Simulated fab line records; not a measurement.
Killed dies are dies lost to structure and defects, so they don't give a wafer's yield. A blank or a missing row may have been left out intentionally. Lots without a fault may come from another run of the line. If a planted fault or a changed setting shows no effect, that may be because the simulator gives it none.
What tool caused it? :: flow rit cmos :: Sampling: 14 lots, 42 wafers, 5 of 202 route steps

WHAT THE GAUGES READ, wafer by wafer
RIT_ACTIVE_CD_MEAS_11 targets a cd of 1400 nm.
lot: L797
measured: day 1 14:36
on: cd sem-01
cd nm (nm): 1400.9 1400.7 1402.5

lot: L798
measured: day 1 19:26
on: cd sem-01
cd nm (nm): 1400.1 1399.1 1399.5

lot: L799
measured: day 2 00:28
on: cd sem-01
cd nm (nm): 1400.2 1401.7 1402.4

lot: L800
measured: day 2 05:47
on: cd sem-01
cd nm (nm): 1399.1 1398.3 1399.0

lot: L802
measured: day 2 17:19
on: cd sem-02
cd nm (nm): 1401.5 1401.6 1401.6

lot: L803
measured: day 2 21:42
on: cd sem-02
cd nm (nm): 1400.9 1403.2 1401.0

lot: L804
measured: day 3 02:44
on: cd sem-02
cd nm (nm): 1405.3 1405.7 1405.4

lot: L805
measured: day 3 06:37
on: cd sem-02
cd nm (nm): 1402.3 1400.6 1401.3

lot: L806
measured: day 3 12:14
on: cd sem-02
cd nm (nm): 1399.4 1399.8 1398.2

lot: L807
measured: day 3 16:40
on: cd sem-01
cd nm (nm): 1399.5 1399.6 1396.5

lot: L808
measured: day 3 22:21
on: cd sem-01
cd nm (nm): 1399.5 1399.6 1400.5

lot: L809
measured: day 4 02:35
on: cd sem-02
cd nm (nm): 1397.3 1398.4 1399.0

lot: L810
measured: day 4 07:32
on: cd sem-01
cd nm (nm): 1401.6 1400.8 1403.0

lot: L820
measured: day 6 09:26
on: cd sem-02
cd nm (nm): 1400.0 1397.8 1400.1

RIT_FOX2_THK_MEAS_01.
lot: L797
measured: day 1 18:38
on: film metro-03
FOX2_OXIDE_THK (nm): 359 359 350

lot: L798
measured: day 1 23:20
on: film metro-03
FOX2_OXIDE_THK (nm): 358 358 356

lot: L799
measured: day 2 07:34
on: film metro-02
FOX2_OXIDE_THK (nm): 356 356 352

lot: L800
measured: day 2 14:42
on: film metro-01
FOX2_OXIDE_THK (nm): 359 359 358

lot: L802
measured: day 2 21:23
on: film metro-01
FOX2_OXIDE_THK (nm): 358 352 356

lot: L803
measured: day 3 02:46
on: film metro-02
FOX2_OXIDE_THK (nm): 361 365 368

lot: L804
measured: day 3 06:38
on: film metro-03
FOX2_OXIDE_THK (nm): 349 350 347

lot: L805
measured: day 3 10:54
on: film metro-01
FOX2_OXIDE_THK (nm): 348 344 340

lot: L806
measured: day 3 17:11
on: film metro-03
FOX2_OXIDE_THK (nm): 345 357 350

lot: L807
measured: day 3 22:23
on: film metro-01
FOX2_OXIDE_THK (nm): 342 346 340

lot: L808
measured: day 4 02:14
on: film metro-03
FOX2_OXIDE_THK (nm): 340 337 338

lot: L809
measured: day 4 07:02
on: film metro-03
FOX2_OXIDE_THK (nm): 356 358 355

lot: L810
measured: day 4 11:43
on: film metro-02
FOX2_OXIDE_THK (nm): 356 364 360

lot: L820
measured: day 6 13:22
on: film metro-03
FOX2_OXIDE_THK (nm): 360 359 356

RIT_GATE_THK_MEAS_09.
lot: L797
measured: day 2 16:20
on: film metro-01
GATE_POLY_THK (nm): 245 247 247

lot: L798
measured: day 2 18:19
on: film metro-01
GATE_POLY_THK (nm): 251 251 249

lot: L799
measured: day 3 03:10
on: film metro-03
GATE_POLY_THK (nm): 251 252 250

lot: L800
measured: day 3 09:46
on: film metro-03
GATE_POLY_THK (nm): 244 244 245

lot: L802
measured: day 3 17:29
on: film metro-02
GATE_POLY_THK (nm): 244 245 245

lot: L803
measured: day 3 20:11
on: film metro-02
GATE_POLY_THK (nm): 247 248 249

lot: L804
measured: day 3 23:17
on: film metro-03
GATE_POLY_THK (nm): 244 243 244

lot: L805
measured: day 4 04:02
on: film metro-03
GATE_POLY_THK (nm): 251 251 251

lot: L806
measured: day 4 10:02
on: film metro-03
GATE_POLY_THK (nm): 248 246 248

lot: L807
measured: day 4 17:03
on: film metro-02
GATE_POLY_THK (nm): 249 249 247

lot: L808
measured: day 4 20:01
on: film metro-01
GATE_POLY_THK (nm): 250 251 250

lot: L809
measured: day 5 00:24
on: film metro-02
GATE_POLY_THK (nm): 248 249 249

lot: L810
measured: day 5 04:13
on: film metro-03
GATE_POLY_THK (nm): 252 253 252

lot: L820
measured: day 7 07:08
on: film metro-02
GATE_POLY_THK (nm): 250 251 251

RIT_SPACER_THK_MEAS_04.
lot: L797
measured: day 3 03:34
on: film metro-04
SPACER_NITRIDE_THK (nm): 248.5 248.2 251.3

lot: L798
measured: day 3 05:19
on: film metro-02
SPACER_NITRIDE_THK (nm): 249.1 249.0 248.9

lot: L799
measured: day 3 13:23
on: film metro-03
SPACER_NITRIDE_THK (nm): 252.1 252.1 252.1

lot: L800
measured: day 3 20:00
on: film metro-04
SPACER_NITRIDE_THK (nm): 251.3 253.7 251.5

lot: L802
measured: day 4 05:09
on: film metro-03
SPACER_NITRIDE_THK (nm): 246.5 243.7 245.2

lot: L803
measured: day 4 06:19
on: film metro-03
SPACER_NITRIDE_THK (nm): 252.1 251.2 252.6

lot: L804
measured: day 4 09:50
on: film metro-03
SPACER_NITRIDE_THK (nm): 250.9 251.6 250.6

lot: L805
measured: day 4 14:20
on: film metro-03
SPACER_NITRIDE_THK (nm): 247.9 250.5 251.1

lot: L806
measured: day 4 20:44
on: film metro-03
SPACER_NITRIDE_THK (nm): 249.5 248.6 244.8

lot: L807
measured: day 5 03:50
on: film metro-04
SPACER_NITRIDE_THK (nm): 246.5 247.1 247.4

lot: L808
measured: day 5 06:31
on: film metro-04
SPACER_NITRIDE_THK (nm): 249.2 246.8 248.5

lot: L809
measured: day 5 10:49
on: film metro-03
SPACER_NITRIDE_THK (nm): 419.5 420.0 418.5

lot: L810
measured: day 5 14:33
on: film metro-03
SPACER_NITRIDE_THK (nm): 423.1 424.0 423.6

lot: L820
measured: day 7 17:19
on: film metro-02
SPACER_NITRIDE_THK (nm): 252.2 249.3 248.8

TOOL THAT RAN EACH LOT (tool first, then ch and the chambers of the sampled wafers, then the start)
lot: L797
RIT_SPACER_CVD_03: lpcvd-01 ch 0, day 3 01:38

lot: L798
RIT_SPACER_CVD_03: lpcvd-02 ch 1, day 3 03:23

lot: L799
RIT_SPACER_CVD_03: lpcvd-02 ch 0, day 3 11:28

lot: L800
RIT_SPACER_CVD_03: lpcvd-02 ch 1, day 3 18:05

lot: L802
RIT_SPACER_CVD_03: lpcvd-01 ch 1, day 4 03:14

lot: L803
RIT_SPACER_CVD_03: lpcvd-02 ch 0, day 4 04:23

lot: L804
RIT_SPACER_CVD_03: lpcvd-02 ch 0, day 4 07:53

lot: L805
RIT_SPACER_CVD_03: lpcvd-01 ch 0, day 4 12:25

lot: L806
RIT_SPACER_CVD_03: lpcvd-01 ch 0, day 4 18:48

lot: L807
RIT_SPACER_CVD_03: lpcvd-01 ch 1, day 5 01:54

lot: L808
RIT_SPACER_CVD_03: lpcvd-01 ch 0, day 5 04:36

lot: L809
RIT_SPACER_CVD_03: lpcvd-01 ch 0, day 5 08:53

lot: L810
RIT_SPACER_CVD_03: lpcvd-01 ch 0, day 5 12:36

lot: L820
RIT_SPACER_CVD_03: lpcvd-02 ch 1, day 7 15:24
- RIT_SPACER_CVD_03: deposits Si3N4 from SiH2Cl2/NH3, target thk 250 nm, time 3300 s.

WHAT THE TOOLS THEMSELVES READ (means of the sampled wafers that have a number; where no wafer has one, the mark that the record gives instead)
RIT_SPACER_CVD_03.
lot: L797
tool: lpcvd-01
nh3 flow sccm (sccm): 150.1
spike tc centre C (C): 811.6
spike tc load C (C): 832.0
spike tc source C (C): 833.6
susceptor temp C (C): 809.8
zone power load pct (%): 23.7
zone power source pct (%): 19.6

lot: L798
tool: lpcvd-02
nh3 flow sccm (sccm): 150.7
spike tc centre C (C): 813.1
spike tc load C (C): 836.8
spike tc source C (C): 829.8
susceptor temp C (C): 809.9
zone power load pct (%): 23.4
zone power source pct (%): 16.1

lot: L799
tool: lpcvd-02
nh3 flow sccm (sccm): 149.9
spike tc centre C (C): 812.1
spike tc load C (C): 836.3
spike tc source C (C): 831.1
susceptor temp C (C): 810.4
zone power load pct (%): 21.3
zone power source pct (%): 20.6

lot: L800
tool: lpcvd-02
nh3 flow sccm (sccm): 150.1
spike tc centre C (C): 813.9
spike tc load C (C): 836.9
spike tc source C (C): 830.1
susceptor temp C (C): 809.4
zone power load pct (%): 23.2
zone power source pct (%): 16.2

lot: L802
tool: lpcvd-01
nh3 flow sccm (sccm): 150.1
spike tc centre C (C): 812.3
spike tc load C (C): 835.5
spike tc source C (C): 829.5
susceptor temp C (C): 810.0
zone power load pct (%): 19.2
zone power source pct (%): 20.5

lot: L803
tool: lpcvd-02
nh3 flow sccm (sccm): 149.9
spike tc centre C (C): 812.0
spike tc load C (C): 835.5
spike tc source C (C): 830.7
susceptor temp C (C): 810.8
zone power load pct (%): 21.2
zone power source pct (%): 20.2

lot: L804
tool: lpcvd-02
nh3 flow sccm (sccm): 150.4
spike tc centre C (C): 812.1
spike tc load C (C): 835.5
spike tc source C (C): 830.8
susceptor temp C (C): 809.8
zone power load pct (%): 21.2
zone power source pct (%): 20.0

lot: L805
tool: lpcvd-01
nh3 flow sccm (sccm): 149.6
spike tc centre C (C): 811.9
spike tc load C (C): 831.6
spike tc source C (C): 834.4
susceptor temp C (C): 809.5
zone power load pct (%): 23.3
zone power source pct (%): 19.6

lot: L806
tool: lpcvd-01
nh3 flow sccm (sccm): 150.1
spike tc centre C (C): 811.4
spike tc load C (C): 833.0
spike tc source C (C): 835.6
susceptor temp C (C): 809.7
zone power load pct (%): 23.3
zone power source pct (%): 19.7

lot: L807
tool: lpcvd-01
nh3 flow sccm (sccm): 150.4
spike tc centre C (C): 813.0
spike tc load C (C): 834.6
spike tc source C (C): 830.6
susceptor temp C (C): 810.1
zone power load pct (%): 19.2
zone power source pct (%): 20.4

lot: L808
tool: lpcvd-01
nh3 flow sccm (sccm): 149.9
spike tc centre C (C): 811.1
spike tc load C (C): 832.9
spike tc source C (C): 834.6
susceptor temp C (C): 809.9
zone power load pct (%): 23.3
zone power source pct (%): 19.3

lot: L809
tool: lpcvd-01
nh3 flow sccm (sccm): 150.6
spike tc centre C (C): 893.4
spike tc load C (C): 914.3
spike tc source C (C): 918.1
susceptor temp C (C): 891.9
zone power load pct (%): 29.0
zone power source pct (%): 24.4

lot: L810
tool: lpcvd-01
nh3 flow sccm (sccm): 149.9
spike tc centre C (C): 892.8
spike tc load C (C): 914.3
spike tc source C (C): 917.0
susceptor temp C (C): 891.6
zone power load pct (%): 29.1
zone power source pct (%): 24.3

lot: L820
tool: lpcvd-02
nh3 flow sccm (sccm): 149.2
spike tc centre C (C): 813.2
spike tc load C (C): 836.8
spike tc source C (C): 829.1
susceptor temp C (C): 809.5
zone power load pct (%): 23.5
zone power source pct (%): 16.1

THE ANSWER, worked out from the rows above alone
Rule: usual is defined by the lots themselves. Put in order of their means at a reading, lots are off if they are a third of the lots or fewer, leave a main group of 4 or more, and stand apart from it by a gap of 3 or more times the standard deviation of the main group's means; of several such gaps the widest counts. If all means in a main group match to the digits the tables above print for the reading, that group is not used. A lot without any number at a reading at which 4 lots or more have one is off too. All remaining lots with rows at the step are treated as sound. After the gauges, taken in route order, come the tools' own readings; for these a lot's mean is taken, as printed above. The first step at which some lot is off is used, and at that step the reading that is off furthest; a lot without a number counts as furthest.
Off: L809, L810, seen at RIT_SPACER_THK_MEAS_04 (SPACER_NITRIDE_THK). For the main group the mean is 249.5 nm and the standard deviation 2.1.
A tool fits if, at a process step before that reading, it ran every lot that is off, and no sound lot after the first of them. The gauges at RIT_SPACER_THK_MEAS_04 aren't tried: what is off there is off at RIT_SPACER_CVD_03 too, on other tools, and a gauge's error can't cause that. One candidate fits, namely lpcvd-01 at RIT_SPACER_CVD_03. Its last sound lot is L808 (day 5 04:36), its first lot that is off L809 (day 5 08:53): a fault that began between those two fits.
The tool's own readings at RIT_SPACER_CVD_03 bear it out: on the lots that are off they differ by more than 5 times the standard deviation of the sound lots' means. spike tc centre C reads 893.1 C there against 812.3 C on the sound lots; spike tc load C reads 914.3 C there against 834.8 C on the sound lots; spike tc source C reads 917.5 C there against 831.7 C on the sound lots; susceptor temp C reads 891.8 C there against 809.9 C on the sound lots.

WHAT WAS PUT IN BY THE SIMULATOR
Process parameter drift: lpcvd-01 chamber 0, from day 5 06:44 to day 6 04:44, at RIT_SPACER_CVD_03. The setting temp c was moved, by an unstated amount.
Shown lots that were struck: L809, L810. The rule given above showed the same thing.
